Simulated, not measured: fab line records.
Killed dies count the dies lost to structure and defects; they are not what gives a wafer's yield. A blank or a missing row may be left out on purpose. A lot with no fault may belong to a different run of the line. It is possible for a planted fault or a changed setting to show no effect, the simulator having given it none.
fab line records    flow rit-cmos
record: lots: 6  wafers: 18  last-day: 7
route steps=202 shown M1@184
lots untouched by any fault: they come from a run of this same line in which no faults occurred
start-h: hours from the record's first day to the start of the lot's first wafer shown    wait-h: hours since the lot's step before    " unchanged from the row above    L1.1+2: several wafers, shown together as one row    - value missing, or start not given    * or withheld: withheld    < > ~ a bound
route shown NAME@n: NAME is a module with steps in the file, n the number in the route of the first one    usual: the fault-free wafers' mean and standard deviation    same: alike in all rows    chamber/n: place in a boat    sites: per-site readings    _std_site: their standard deviation    _edge_site: mean of outer sites minus mean of inner sites    radius-mm: for every site, how far away it sits from the centre of the wafer    mask NAME#n: copy n    behind: tool/chamber where the wafer was last shaped    hold: cause of the lot's hold/its duration in hours/its outcome    device: names the non-switching transistor (n, p or np)    end of line: the tests these same wafers got at the end of their route    for a step that has no rows: nothing shown but its recipe    killed: not the wafer's yield, but the dies lost to structure and defects at the first sort    map: shows each die of a wafer: x if killed, . if not, _ if none is there
set.NAME: the setting the step ran with; set.NAME@STEP: the setting that earlier step ran with    model.NAME: the simulator's own value behind a step, which no gauge read
lots at some steps of the route; a table a step, a row a wafer
services: the hour from which a tool's chamber was out of use, counted from the record's first day as start-h (under 0 if before that day), plus the number of hours and why
== steps ==
step: RIT_M1_SPUTTER_00
recipe: material: Al  target-thk-nm: 400  power-w: 2000  chamber-pressure-pa: 0.4  gas: Ar  time-s: 500  substrate-temp-c: 25
usual: throttle-valve-pct: 29.8/0.97
lot.wafer  tool            chamber  start-h  wait-h  throttle-valve-pct
L473.1     pvd-sputter-02  -        69.85    0.0     28.8
L473.2     "               -        "        "       29.9
L473.6     "               -        "        "       29.3
L474.1     pvd-sputter-02  -        77.71    0.0     28.6
L474.3     "               -        "        "       29.4
L474.4     "               -        "        "       29.0
L477.1     pvd-sputter-02  -        94.19    0.0     28.7
L477.4     "               -        "        "       29.8
L477.5     "               -        "        "       29.4
L479.4     pvd-sputter-02  -        97.92    0.0     29.2
L479.5     "               -        "        "       30.1
L479.6     "               -        "        "       29.4
L482.2     pvd-sputter-03  -        112.43   0.0     30.1
L482.5     "               -        "        "       29.8
L482.6     "               -        "        "       31.9
L493.3     pvd-sputter-02  -        166.70   0.0     29.1
L493.5     "               -        "        "       28.4
L493.6     "               -        "        "       29.2
step: RIT_M1_RS_MEAS_01
recipe: thk-meas-gauge: four-point-probe  reads: Al_of_M1_SPUTTER_00
usual: M1_AL_RS: 0.0735/0.00095
lot.wafer  tool           chamber  start-h  wait-h  M1_AL_RS[ohm/sq]
L473.1     film-metro-04  -        70.14    0.1     0.0732
L473.2     "              -        "        "       0.0735
L473.6     "              -        "        "       0.0730
L474.1     film-metro-04  -        78.01    0.1     0.0727
L474.3     "              -        "        "       0.0714
L474.4     "              -        "        "       0.0728
L477.1     film-metro-04  -        94.48    0.1     0.0736
L477.4     "              -        "        "       0.0732
L477.5     "              -        "        "       0.0719
L479.4     film-metro-01  -        98.27    0.2     0.0731
L479.5     "              -        "        "       0.0741
L479.6     "              -        "        "       0.0739
L482.2     film-metro-01  -        112.74   0.2     0.0752
L482.5     "              -        "        "       0.0750
L482.6     "              -        "        "       0.0740
L493.3     film-metro-01  -        167.03   0.2     0.0741
L493.5     "              -        "        "       0.0741
L493.6     "              -        "        "       0.0730
step: RIT_M1_THK_MEAS_02
recipe: thk-meas-gauge: xrf  reads: Al_of_M1_SPUTTER_00
usual: M1_AL_THK: 389/5.2
lot.wafer  tool           chamber  start-h  wait-h  M1_AL_THK[nm]
L473.1     film-metro-04  -        70.26    0.1     388
L473.2     "              -        "        "       388
L473.6     "              -        "        "       390
L474.1     film-metro-04  -        78.13    0.1     395
L474.3     "              -        "        "       402
L474.4     "              -        "        "       392
L477.1     film-metro-04  -        94.60    0.1     387
L477.4     "              -        "        "       390
L477.5     "              -        "        "       398
L479.4     film-metro-01  -        98.36    0.1     391
L479.5     "              -        "        "       386
L479.6     "              -        "        "       388
L482.2     film-metro-01  -        112.85   0.1     378
L482.5     "              -        "        "       380
L482.6     "              -        "        "       388
L493.3     film-metro-01  -        167.13   0.1     386
L493.5     "              -        "        "       386
L493.6     "              -        "        "       391
step: RIT_M1_HMDS_03
recipe: prime-time-s: 60  prime-temp-c: 140
step: RIT_M1_COAT_04
recipe: resist: NOVOLAK  spin-rpm: 2000  resist-thk-nm: 1283
step: RIT_M1_SOFTBAKE_05
recipe: resist: NOVOLAK  temp-c: 90  time-s: 60
step: RIT_M1_EXPOSE_06
recipe: mask-id: M12  na: 0.6  source-shape: conventional  sigma-outer: 0.5  target-cd-nm: 2600  dose-mj: 248.4
step: RIT_M1_PEB_07
recipe: resist: NOVOLAK  temp-c: withheld  time-s: withheld
step: RIT_M1_DEVELOP_08
recipe: resist: NOVOLAK  develop-time-s: 68  dev-temp-c: 23
step: RIT_M1_CD_MEAS_09
recipe: target-cd-nm: 2600
usual: cd-nm: 2599.4/1.7
lot.wafer  tool       chamber  start-h  wait-h  cd-nm
L473.1     cd-sem-02  -        71.20    -       2600.9
L473.2     "          -        "        "       2597.6
L473.6     "          -        "        "       2600.7
L474.1     cd-sem-02  -        79.19    -       2599.1
L474.3     "          -        "        "       2595.2
L474.4     "          -        "        "       2598.9
L477.1     cd-sem-02  -        95.67    -       2599.4
L477.4     "          -        "        "       2598.2
L477.5     "          -        "        "       2599.9
L479.4     cd-sem-02  -        99.33    -       2601.5
L479.5     "          -        "        "       2600.6
L479.6     "          -        "        "       2599.0
L482.2     cd-sem-02  -        113.80   -       2600.3
L482.5     "          -        "        "       2599.1
L482.6     "          -        "        "       2598.7
L493.3     cd-sem-01  -        168.09   -       2596.5
L493.5     "          -        "        "       2596.8
L493.6     "          -        "        "       2596.2
step: RIT_M1_OVL_MEAS_10
usual: M1_OVL: -0.4/1.4
lot.wafer  tool        chamber  start-h  wait-h  M1_OVL[nm]
L473.1     overlay-02  -        71.32    0.1     -1.2
L473.2     "           -        "        "       -0.7
L473.6     "           -        "        "       -2.0
L474.1     overlay-02  -        79.31    0.1     -1.2
L474.3     "           -        "        "       -1.1
L474.4     "           -        "        "       1.6
L477.1     overlay-02  -        95.79    0.1     -0.7
L477.4     "           -        "        "       -0.6
L477.5     "           -        "        "       0.4
L479.4     overlay-02  -        99.41    0.1     0.2
L479.5     "           -        "        "       -0.4
L479.6     "           -        "        "       -2.3
L482.2     overlay-01  -        113.91   0.1     -2.0
L482.5     "           -        "        "       -1.7
L482.6     "           -        "        "       -0.8
L493.3     overlay-01  -        168.19   0.1     -1.2
L493.5     "           -        "        "       0.5
L493.6     "           -        "        "       -1.2
step: RIT_M1_HARDBAKE_11
recipe: resist: NOVOLAK  temp-c: 140  time-s: 120
step: RIT_M1_METAL_ETCH_12
recipe: stop-on: SiO2  chemistry: Cl2/BCl3  target: Al  time-s: 165  over-etch-frac: 0.5  pressure-mtorr: 100  target-depth-a: 6000  rf-w: 250  Cl2_flow_sccm: 60  bcl3-flow-sccm: 50
usual: drypump-motor-current-A: 5.71/0.19  oes-product-au: 0.778/0.011  rf-fwd-power-W: 249.0/0.71  throttle-valve-pct: 8.27/0.14
lot.wafer  tool          chamber  start-h  wait-h  drypump-motor-current-A  oes-product-au  rf-fwd-power-W  rf-hours-counter-h  throttle-valve-pct  model.NOVOLAK_of_M1_COAT_04.thk-nm  model.M1.cd-nm  model.M1.feature-depth-nm
L473.1     rie-metal-01  0        71.61    0.2     5.69                     0.784           250.1           4                   8.29                793.6                               2601            432.1
L473.2     "             1        "        "       5.80                     0.761           250.1           4                   8.09                803.3                               2598            430.6
L473.6     "             1        "        "       5.81                     0.763           249.9           -                   8.08                806.2                               2601            432
L474.1     rie-metal-03  0        79.60    0.2     5.64                     0.780           248.9           1                   8.08                782.6                               2598            436.7
L474.3     "             1        "        "       5.43                     0.789           249.7           -                   8.36                806.5                               2598            441.5
L474.4     "             0        "        "       5.70                     0.784           248.4           -                   8.09                782.1                               2598            436
L477.1     rie-metal-03  1        96.10    0.2     5.43                     0.787           249.2           1                   8.36                805.4                               2603            428.6
L477.4     "             1        "        "       5.43                     0.779           249.4           -                   8.35                801.6                               2603            431.6
L477.5     "             0        "        "       5.66                     0.798           249.6           -                   8.08                778.6                               2600            440.5
L479.4     rie-metal-01  1        99.73    0.1     5.78                     0.770           424.0           -                   8.06                581.5                               2556            457
L479.5     "             1        "        "       5.79                     0.762           424.0           -                   8.09                574.9                               2555            451.3
L479.6     "             0        "        "       5.70                     0.777           423.6           -                   8.30                556.1                               2554            453.9
L482.2     rie-metal-01  0        114.19   0.2     5.69                     0.772           422.5           5                   8.30                560.4                               2556            447.2
L482.5     "             1        "        "       5.79                     0.763           424.5           -                   8.06                572                                 2554            447.7
L482.6     "             0        "        "       5.68                     0.784           423.3           -                   8.29                557.7                               2553            453.6
L493.3     rie-metal-04  1        168.51   0.2     5.99                     0.779           248.7           -                   8.37                798.7                               2601            427.7
L493.5     "             1        "        "       6.00                     0.778           249.5           -                   8.35                798.3                               2599            427.7
L493.6     "             0        "        "       5.85                     0.800           248.5           -                   8.45                781.7                               2596            435.1
step: RIT_M1_STRIP_13
recipe: chemistry: nmp  resist: NOVOLAK  temp-c: 80  time-s: 600  dry: n2-spin
step: RIT_M1_STRIP_14
recipe: chemistry: O2  time-s: 180  platen-temp-c: withheld  power-w: 500  pressure-mtorr: 4000  o2-flow-sccm: 4000
usual: drypump-motor-current-A: 5.9/0.41
lot.wafer  tool             chamber  start-h  wait-h  drypump-motor-current-A  rf-hours-counter-h
L473.1     plasma-asher-03  0        71.95    0.0     5.8                      44
L473.2     "                1        "        "       5.6                      44
L473.6     "                0        "        "       5.9                      -
L474.1     plasma-asher-04  0        79.99    0.0     6.2                      26
L474.3     "                0        "        "       6.2                      -
L474.4     "                1        "        "       5.5                      -
L477.1     plasma-asher-01  1        96.43    0.0     6.5                      47
L477.4     "                0        "        "       5.4                      -
L477.5     "                1        "        "       6.5                      -
L479.4     plasma-asher-01  0        100.07   0.1     5.5                      -
L479.5     "                1        "        "       6.5                      -
L479.6     "                0        "        "       5.4                      -
L482.2     plasma-asher-03  1        114.53   0.0     5.6                      48
L482.5     "                1        "        "       5.6                      -
L482.6     "                0        "        "       5.8                      -
L493.3     plasma-asher-01  0        168.87   0.1     5.4                      -
L493.5     "                0        "        "       5.4                      -
L493.6     "                1        "        "       6.5                      -
step: RIT_M1_CD_MEAS_90
recipe: target-cd-nm: 2600
usual: cd-nm: 2600.1/2.3
lot.wafer  tool       chamber  start-h  wait-h  cd-nm
L473.1     cd-sem-01  -        72.12    0.1     2601.0
L473.2     "          -        "        "       2597.8
L473.6     "          -        "        "       2601.1
L474.1     cd-sem-01  -        80.22    0.2     2597.4
L474.3     "          -        "        "       2598.0
L474.4     "          -        "        "       2597.9
L477.1     cd-sem-01  -        96.61    0.1     2603.5
L477.4     "          -        "        "       2602.4
L477.5     "          -        "        "       2600.0
L479.4     cd-sem-01  -        100.25   0.1     2555.5
L479.5     "          -        "        "       2554.7
L479.6     "          -        "        "       2553.8
L482.2     cd-sem-01  -        114.72   0.1     2556.2
L482.5     "          -        "        "       2554.5
L482.6     "          -        "        "       2552.8
L493.3     cd-sem-02  -        169.03   0.1     2600.9
L493.5     "          -        "        "       2598.9
L493.6     "          -        "        "       2596.0
step: RIT_M1_ANNEAL_15
recipe: temp-c: 450  time-s: 1800  ambient: forming_gas_H2N2
step: RIT_M1_PROBE_99
usual: defect-limited-yield: 97.4/1.1  killed_at_M0_to_M3: 0.0/0.2  killed-at-contacts: 0.0/0.2  killed-at-front-end: 6.8/2.9  killed-dies: 6.8/2.9  killed-open: 3.3/1.9  killed-short: 3.5/2  sort_bin_3_pad_short: 0.1/0.21  sort_bin_5_function: 1.4/0.74  sort_bin_6_memory: 1.1/0.67  sort-n-pass: 257.2/2.9  sort-yield-pct: 97.4/1.1
same: gross-dies: 264  killed_at_M4_up: 0  killed-at-back-side: 0  killed-at-other: 0
lot.wafer  tool       chamber  start-h  wait-h  defect-limited-yield[%]  killed_at_M0_to_M3  killed-at-contacts  killed-at-front-end  killed-dies  killed-open  killed-short  sort_bin_3_pad_short[%]  sort_bin_5_function[%]  sort_bin_6_memory[%]  sort-n-pass  sort-yield-pct[%]  model.etest.m1.width-nm  model.etest.antenna-m1.gate-log10-a-cm2  model.etest.antenna-m1.over-limit  model.etest.antenna-m1.vt-shift-v
L473.1     prober-01  -        73.92    0.1     97.0                     0                   0                   8                    8            6            2             0                        1.9                     1.1                   256.0        97.0               2603                     -5.602                                   0                                  -0.01142
L473.2     prober-01  -        73.97    0.1     97.7                     0                   0                   6                    6            4            2             0                        2.3                     0                     258.0        97.7               2596                     -5.694                                   0                                  -0.01224
L473.6     prober-01  -        74.17    0.2     97.0                     0                   0                   8                    8            4            4             0.8                      1.5                     0.8                   256.0        97.0               2602                     -5.668                                   0                                  -0.01184
L474.1     prober-02  -        84.99    0.1     95.8                     0                   0                   11                   11           3            8             0.4                      1.1                     2.7                   253.0        95.8               2593                     -5.521                                   0                                  -0.01512
L474.3     prober-02  -        85.09    0.2     98.5                     0                   0                   4                    4            3            1             0                        0.8                     0.8                   260.0        98.5               2594                     -5.707                                   0                                  -0.007825
L474.4     prober-02  -        85.14    0.2     97.0                     0                   0                   8                    8            2            6             0.8                      1.1                     1.1                   256.0        97.0               2598                     -5.657                                   0                                  -0.01145
L477.1     prober-01  -        103.10   0.1     97.0                     0                   0                   8                    8            2            6             0.4                      1.9                     0.8                   256.0        97.0               2607                     -5.751                                   0                                  -0.009484
L477.4     prober-01  -        103.25   0.2     96.2                     0                   0                   10                   10           2            8             0.4                      2.3                     1.1                   254.0        96.2               2603                     -5.958                                   0                                  -0.005785
L477.5     prober-01  -        103.30   0.2     97.7                     0                   0                   6                    6            5            1             0                        1.5                     0.8                   258.0        97.7               2589                     -5.667                                   0                                  -0.01764
L479.4     prober-01  -        103.55   0.5     98.5                     0                   0                   4                    4            2            2             0                        1.1                     0.4                   260.0        98.5               2549                     -                                        1                                  -0.1032
L479.5     prober-01  -        103.60   0.5     97.7                     1                   0                   5                    6            2            4             0                        1.1                     1.1                   258.0        97.7               2554                     -                                        1                                  -0.1043
L479.6     prober-01  -        103.65   0.6     98.9                     0                   1                   2                    3            1            2             0                        1.1                     0                     261.0        98.9               2549                     -                                        1                                  -0.1183
L482.2     prober-01  -        116.75   0.1     97.7                     0                   0                   6                    6            4            2             0                        1.1                     1.1                   258.0        97.7               2553                     -3.311                                   0                                  -0.1123
L482.5     prober-01  -        116.90   0.2     97.7                     0                   0                   6                    6            2            4             0                        1.1                     1.1                   258.0        97.7               2553                     -3.371                                   0                                  -0.1055
L482.6     prober-01  -        116.95   0.2     97.0                     0                   0                   8                    8            4            4             0                        1.1                     1.9                   256.0        97.0               2558                     -3.034                                   0                                  -0.1108
L493.3     prober-01  -        172.08   0.2     95.8                     0                   0                   11                   11           3            8             0                        1.9                     2.3                   253.0        95.8               2596                     -6.159                                   0                                  -0.007578
L493.5     prober-01  -        172.18   0.2     96.2                     0                   0                   10                   10           4            6             0.8                      1.1                     1.9                   254.0        96.2               2598                     -6.597                                   0                                  -0.007762
L493.6     prober-01  -        172.23   0.2     98.1                     0                   0                   5                    5            4            1             0                        1.9                     0                     259.0        98.1               2590                     -6.292                                   0                                  -0.006766
killed by level:class
L473.1 GATE:geometric-particle:open=2 GATE:geometric-particle:short=2 REOX:geometric-particle:open=2 SPACER:geometric-particle:open=1 SILICIDE:geometric-particle:open=1
L473.2 SPACER:geometric-particle:open=2 GATE:geometric-particle:open=1 GATE:geometric-particle:short=1 SPACER:geometric-particle:short=1 SILICIDE:geometric-particle:open=1
L473.6 GATE:geometric-particle:short=3 GATE:geometric-particle:open=2 FOX1:geometric-particle:open=1 SPACER:geometric-particle:open=1 SPACER:geometric-particle:short=1
L474.1 SPACER:geometric-particle:short=4 REOX:geometric-particle:open=2 FOX1:geometric-particle:short=1 FOX1:geometric-particle:open=1 GATE:geometric-particle:short=1 REOX:geometric-particle:short=1 SILICIDE:geometric-particle:short=1
L474.3 SPACER:geometric-particle:open=2 FOX1:geometric-particle:short=1 REOX:geometric-particle:open=1
L474.4 GATE:geometric-particle:short=2 SPACER:geometric-particle:short=2 FOX2:geometric-particle:short=1 REOX:geometric-particle:short=1 REOX:geometric-particle:open=1 SPACER:geometric-particle:open=1
L477.1 GATE:geometric-particle:short=2 SPACER:geometric-particle:short=2 FOX2:geometric-particle:short=1 GATE:geometric-particle:open=1 REOX:geometric-particle:short=1 REOX:geometric-particle:open=1
L477.4 SPACER:geometric-particle:short=3 FOX2:geometric-particle:short=2 SILICIDE:geometric-particle:short=2 FOX2:geometric-particle:open=1 GATE:geometric-particle:short=1 REOX:geometric-particle:open=1
L477.5 REOX:geometric-particle:open=2 GATE:geometric-particle:open=1 REOX:geometric-particle:short=1 SPACER:geometric-particle:open=1 SILICIDE:geometric-particle:open=1
L479.4 FOX1:geometric-particle:short=1 FOX1:geometric-particle:open=1 GATE:geometric-particle:open=1 SPACER:geometric-particle:short=1
L479.5 FOX1:geometric-particle:short=1 GATE:geometric-particle:short=1 REOX:geometric-particle:short=1 REOX:geometric-particle:open=1 SPACER:geometric-particle:open=1 M1:geometric-particle:short=1
L479.6 GATE:geometric-particle:short=1 SPACER:geometric-particle:short=1 CONTACT:geometric-particle:open=1
L482.2 GATE:geometric-particle:open=2 REOX:geometric-particle:open=2 GATE:geometric-particle:short=1 SPACER:geometric-particle:short=1
L482.5 FOX1:geometric-particle:short=2 GATE:geometric-particle:open=1 GATE:geometric-particle:short=1 REOX:geometric-particle:short=1 SPACER:geometric-particle:open=1
L482.6 GATE:geometric-particle:short=2 REOX:geometric-particle:open=2 GATE:geometric-particle:open=1 REOX:geometric-particle:short=1 SPACER:geometric-particle:short=1 SPACER:geometric-particle:open=1
L493.3 FOX1:geometric-particle:short=3 GATE:geometric-particle:open=2 GATE:geometric-particle:short=2 FOX2:geometric-particle:short=1 REOX:geometric-particle:open=1 REOX:geometric-particle:short=1 SPACER:geometric-particle:short=1
L493.5 FOX1:geometric-particle:short=2 GATE:geometric-particle:short=2 SPACER:geometric-particle:open=2 FOX1:geometric-particle:open=1 REOX:geometric-particle:short=1 REOX:geometric-particle:open=1 SPACER:geometric-particle:short=1
L493.6 GATE:geometric-particle:open=3 FOX1:geometric-particle:open=1 REOX:geometric-particle:short=1
== services ==
tool             chamber  start-h  hours  kind
pvd-sputter-03   -        49.59    1.1    repair
rie-metal-03     -        59.71    0.1    repair
rie-metal-04     -        62.08    2.8    pm
pvd-sputter-03   -        65.36    24.6   repair
rie-metal-04     -        81.64    0.5    repair
pvd-sputter-02   -        84.48    2.0    repair
plasma-asher-03  -        91.42    15.0   pm
rie-metal-03     -        92.03    0.5    repair
plasma-asher-01  -        106.39   14.1   pm
plasma-asher-01  -        120.52   9.0    pm
plasma-asher-01  0        120.52   9.0    vent-cycle
plasma-asher-01  1        120.52   9.0    vent-cycle
plasma-asher-01  0        129.52   -      clean
plasma-asher-01  1        129.52   -      clean
rie-metal-04     -        136.12   20.0   pm
rie-metal-04     0        136.12   20.0   vent-cycle
rie-metal-04     1        136.12   20.0   vent-cycle
pvd-sputter-02   -        155.98   2.3    repair
rie-metal-04     0        156.12   -      clean
rie-metal-04     1        156.12   -      clean
rie-metal-03     0        166.59   6.9    repair
plasma-asher-03  -        168.17   2.4    repair
== key ==
first-sign: step: RIT_M1_METAL_ETCH_12  reading: rf-fwd-power-W  direction: up  sigmas: 99+  usual: 249.0  struck: 423.7
effect: step: RIT_M1_CD_MEAS_90  reading: cd-nm  direction: down  sigmas: 20  usual: 2600.1  struck: 2554.6
model-effect: step: RIT_M1_METAL_ETCH_12  value: NOVOLAK_of_M1_COAT_04.thk-nm  without: 796.6  struck: 567.1
model-effect: step: RIT_M1_PROBE_99  value: etest.m1.width-nm  without: 2597  struck: 2553
met-at RIT_M1_METAL_ETCH_12
struck-wafers L479.4,L479.5,L479.6,L482.2,L482.5,L482.6
onset-between 71.61 99.73
fault: kind: process-parameter-drift  tool: rie-metal-01  chamber: -  onset-h: 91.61  steps: RIT_M1_METAL_ETCH_12  channel: rf-w  offset: 175  shape: step  end-h: 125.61  stated: 250
